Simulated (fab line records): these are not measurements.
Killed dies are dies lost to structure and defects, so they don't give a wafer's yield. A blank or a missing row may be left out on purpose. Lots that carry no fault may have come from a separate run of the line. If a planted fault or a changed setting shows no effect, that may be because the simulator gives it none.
Which tool did it? + flow berkeleyCmos170 + 14 lots with 42 wafers sampled at 5 steps, on a route of 331 steps

## WHAT THE GAUGES READ, wafer by wafer
UCB170_PFIELD_TW_MEAS_09.
| lot  | measured    | on           | PFIELD_TW                           |
|------|-------------|--------------|-------------------------------------|
| L225 | day 5 16:34 | filmMetro-03 | 604.0 603.0 602.2                   |
| L231 | day 6 12:35 | filmMetro-01 | 602.5 603.0 604.8                   |
| L228 | day 6 12:52 | filmMetro-04 | 606.1 601.4 606.9                   |
| L227 | day 6 12:57 | filmMetro-01 | 601.5 602.1 603.6                   |
| L232 | day 6 12:52 | filmMetro-03 | 601.1 602.1 602.2                   |
| L229 | day 6 13:08 | filmMetro-04 | 606.1 603.8 603.9                   |
| L238 | day 7 19:03 | filmMetro-04 | 592.2 589.8 588.5 590.9 590.5 593.8 |
| L239 | day 7 19:17 | filmMetro-04 | 605.7 604.2 603.4                   |
| L240 | day 8 11:16 | filmMetro-04 | 589.2 587.3 585.5 588.5 587.5 587.4 |
| L242 | day 8 20:14 | filmMetro-01 | 601.9 607.3 600.8                   |
| L243 | day 8 20:21 | filmMetro-04 | 598.0 600.9 603.2                   |
| L241 | day 8 20:56 | filmMetro-03 | 607.0 604.3 603.2                   |
| L245 | day 9 09:10 | filmMetro-01 | 604.5 604.9 603.5                   |
| L246 | day 9 19:04 | filmMetro-04 | 606.8 605.7 606.4                   |

UCB170_M1_RS_MEAS_01: uses a four-point probe to measure.
| lot  | measured     | on           | M1_AL_RS (ohm/sq)    |
|------|--------------|--------------|----------------------|
| L225 | day 8 22:47  | filmMetro-01 | 0.0493 0.0486 0.0491 |
| L231 | day 9 20:48  | filmMetro-03 | 0.0483 0.0478 0.0486 |
| L228 | day 9 20:06  | filmMetro-03 | 0.0493 0.0483 0.0489 |
| L227 | day 9 20:53  | filmMetro-01 | 0.0487 0.0480 0.0484 |
| L232 | day 9 20:35  | filmMetro-01 | 0.0479 0.0481 0.0486 |
| L229 | day 9 17:28  | filmMetro-03 | 0.0486 0.0490 0.0496 |
| L238 | day 11 07:06 | filmMetro-03 | 0.0489 0.0493 0.0481 |
| L239 | day 11 07:30 | filmMetro-01 | 0.0487 0.0482 0.0486 |
| L240 | day 11 11:47 | filmMetro-02 | 0.0488 0.0485 0.0490 |
| L242 | day 11 22:55 | filmMetro-03 | 0.0489 0.0491 0.0494 |
| L243 | day 12 01:40 | filmMetro-03 | 0.0487 0.0484 0.0490 |
| L241 | day 11 22:07 | filmMetro-01 | 0.0481 0.0482 0.0479 |
| L245 | day 12 10:26 | filmMetro-02 | 0.0495 0.0490 0.0491 |
| L246 | day 13 00:14 | filmMetro-02 | 0.0485 0.0492 0.0484 |

## TOOL THAT RAN EACH LOT (tool first, then ch and the chambers of the sampled wafers, then the start)
| lot  | UCB170_PFIELD_IMPLANT_07       | UCB170_PFIELD_STRIP_08             | UCB170_M1_SPUTTER_00        |
|------|--------------------------------|------------------------------------|-----------------------------|
| L225 | implanter-01 ch 0, day 5 16:20 | plasmaAsher-04 ch 0,1, day 5 16:29 | pvdSputter-01, day 8 22:41  |
| L231 | implanter-01 ch 0, day 6 12:21 | plasmaAsher-01 ch 0,1, day 6 12:29 | pvdSputter-04, day 9 20:43  |
| L228 | implanter-02 ch 0, day 6 12:38 | plasmaAsher-03 ch 0,1, day 6 12:45 | pvdSputter-04, day 9 20:01  |
| L227 | implanter-01 ch 0, day 6 12:38 | plasmaAsher-03 ch 0, day 6 12:51   | pvdSputter-03, day 9 20:50  |
| L232 | implanter-04 ch 0, day 6 12:39 | plasmaAsher-01 ch 0,1, day 6 12:47 | pvdSputter-03, day 9 20:29  |
| L229 | implanter-02 ch 0, day 6 12:54 | plasmaAsher-01 ch 0,1, day 6 13:02 | pvdSputter-03, day 9 17:23  |
| L238 | implanter-02 ch 0, day 7 18:48 | plasmaAsher-03 ch 0,1, day 7 18:57 | pvdSputter-01, day 11 07:02 |
| L239 | implanter-04 ch 0, day 7 19:04 | plasmaAsher-04 ch 0,1, day 7 19:12 | pvdSputter-03, day 11 07:24 |
| L240 | implanter-02 ch 0, day 8 11:01 | plasmaAsher-01 ch 0,1, day 8 11:09 | pvdSputter-01, day 11 11:41 |
| L242 | implanter-04 ch 0, day 8 20:01 | plasmaAsher-04 ch 0,1, day 8 20:08 | pvdSputter-04, day 11 22:49 |
| L243 | implanter-01 ch 0, day 8 20:06 | plasmaAsher-01 ch 0,1, day 8 20:15 | pvdSputter-01, day 12 01:36 |
| L241 | implanter-04 ch 0, day 8 20:41 | plasmaAsher-03 ch 0,1, day 8 20:50 | pvdSputter-03, day 11 22:03 |
| L245 | implanter-04 ch 0, day 9 08:56 | plasmaAsher-04 ch 0,1, day 9 09:04 | pvdSputter-04, day 12 10:21 |
| L246 | implanter-01 ch 0, day 9 18:50 | plasmaAsher-04 ch 0,1, day 9 18:58 | pvdSputter-03, day 13 00:10 |
- UCB170_PFIELD_IMPLANT_07
- UCB170_PFIELD_STRIP_08: strips in O2.
- UCB170_M1_SPUTTER_00: material Al, target thk 600 nm, time 80 s.

## AS READ BY THE TOOLS THEMSELVES (means over the sampled wafers that have a number; for cases with no such wafer, the mark the record gives instead)
UCB170_PFIELD_IMPLANT_07.
| lot  | tool         | doseIonsCm2 |
|------|--------------|-------------|
| L225 | implanter-01 | 2.0002e+13  |
| L231 | implanter-01 | 2.0006e+13  |
| L228 | implanter-02 | 2.0015e+13  |
| L227 | implanter-01 | 1.9967e+13  |
| L232 | implanter-04 | 1.9997e+13  |
| L229 | implanter-02 | 1.9985e+13  |
| L238 | implanter-02 | 1.8812e+13  |
| L239 | implanter-04 | 1.9960e+13  |
| L240 | implanter-02 | 1.8830e+13  |
| L242 | implanter-04 | 1.9971e+13  |
| L243 | implanter-01 | 1.9991e+13  |
| L241 | implanter-04 | 1.9993e+13  |
| L245 | implanter-04 | 2.0015e+13  |
| L246 | implanter-01 | 1.9993e+13  |

UCB170_PFIELD_STRIP_08.
| lot  | tool           | drypumpMotorCurrentA (A) | oesProductAu (a.u.) | stripTimeToEndpointS (s) |
|------|----------------|--------------------------|---------------------|--------------------------|
| L225 | plasmaAsher-04 | 6.5                      | 0.733               | 21.60                    |
| L231 | plasmaAsher-01 | 5.7                      | 0.736               | 21.68                    |
| L228 | plasmaAsher-03 | 5.5                      | 0.733               | 21.60                    |
| L227 | plasmaAsher-03 | 5.6                      | 0.733               | 21.61                    |
| L232 | plasmaAsher-01 | 5.7                      | 0.732               | 21.61                    |
| L229 | plasmaAsher-01 | 6.1                      | 0.738               | 21.67                    |
| L238 | plasmaAsher-03 | 5.5                      | 0.731               | 21.67                    |
| L239 | plasmaAsher-04 | 6.3                      | 0.732               | 21.66                    |
| L240 | plasmaAsher-01 | 6.1                      | 0.740               | 21.61                    |
| L242 | plasmaAsher-04 | 6.4                      | 0.733               | 21.65                    |
| L243 | plasmaAsher-01 | 5.7                      | 0.736               | 21.68                    |
| L241 | plasmaAsher-03 | 5.4                      | 0.734               | 21.68                    |
| L245 | plasmaAsher-04 | 6.3                      | 0.730               | 21.70                    |
| L246 | plasmaAsher-04 | 6.4                      | 0.732               | 21.53                    |

UCB170_M1_SPUTTER_00.
| lot  | tool          | throttleValvePct (%) |
|------|---------------|----------------------|
| L225 | pvdSputter-01 | 29.2                 |
| L231 | pvdSputter-04 | 29.9                 |
| L228 | pvdSputter-04 | 30.0                 |
| L227 | pvdSputter-03 | 29.5                 |
| L232 | pvdSputter-03 | 29.8                 |
| L229 | pvdSputter-03 | 29.6                 |
| L238 | pvdSputter-01 | 29.9                 |
| L239 | pvdSputter-03 | 29.5                 |
| L240 | pvdSputter-01 | 29.7                 |
| L242 | pvdSputter-04 | 29.9                 |
| L243 | pvdSputter-01 | 29.7                 |
| L241 | pvdSputter-03 | 29.5                 |
| L245 | pvdSputter-04 | 30.0                 |
| L246 | pvdSputter-03 | 30.0                 |

## THE ANSWER, worked out from the rows above alone
Rule: usual is defined by the lots themselves. Put in order of their means at a reading, lots are off if they are a third of the lots or fewer, leave a main group of 4 or more, and stand apart from it by a gap of 3 or more times the standard deviation of the main group's means; of several such gaps the widest counts. A main group whose means are all the same, to the digits that the tables above print for the reading, isn't used. A lot without any number at a reading at which 4 lots or more have one is off too. Where the step has rows for the other lots, those lots are counted as sound. Order of review: gauges by route order, followed by the tools' own readings, for which a lot's mean as printed above is used. At the first step where some lot is off, the reading lying furthest off is the one used; lots without a number count as furthest.
Off: L238, L240, at UCB170_PFIELD_TW_MEAS_09 (PFIELD_TW). Main group: mean 603.7, sd 1.5.
If a tool, at a process step before that reading, ran all the lots that are off and no sound lot after the first of them, it fits. The gauges at UCB170_PFIELD_TW_MEAS_09 aren't tried: what is off there is off at UCB170_PFIELD_IMPLANT_07 too, on other tools, and a gauge's error can't cause that. One candidate fits, namely implanter-02 at UCB170_PFIELD_IMPLANT_07. A fault onset in the window from L229 (day 6 12:54, its last sound lot) to L238 (day 7 18:48, its first lot off) fits.
The tool's own readings at UCB170_PFIELD_IMPLANT_07 bear it out: on the lots that are off they differ by more than 5 times the standard deviation of the sound lots' means. doseIonsCm2 reads 1.8821e+13 there against 1.9991e+13 on the sound lots.

## WHAT WAS PUT IN BY THE SIMULATOR
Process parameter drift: implanter-02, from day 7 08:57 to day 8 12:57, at UCB170_PFIELD_IMPLANT_07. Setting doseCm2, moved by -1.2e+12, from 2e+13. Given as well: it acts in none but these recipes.
Lots struck among those shown: L238, L240. The rule given above showed the same thing.
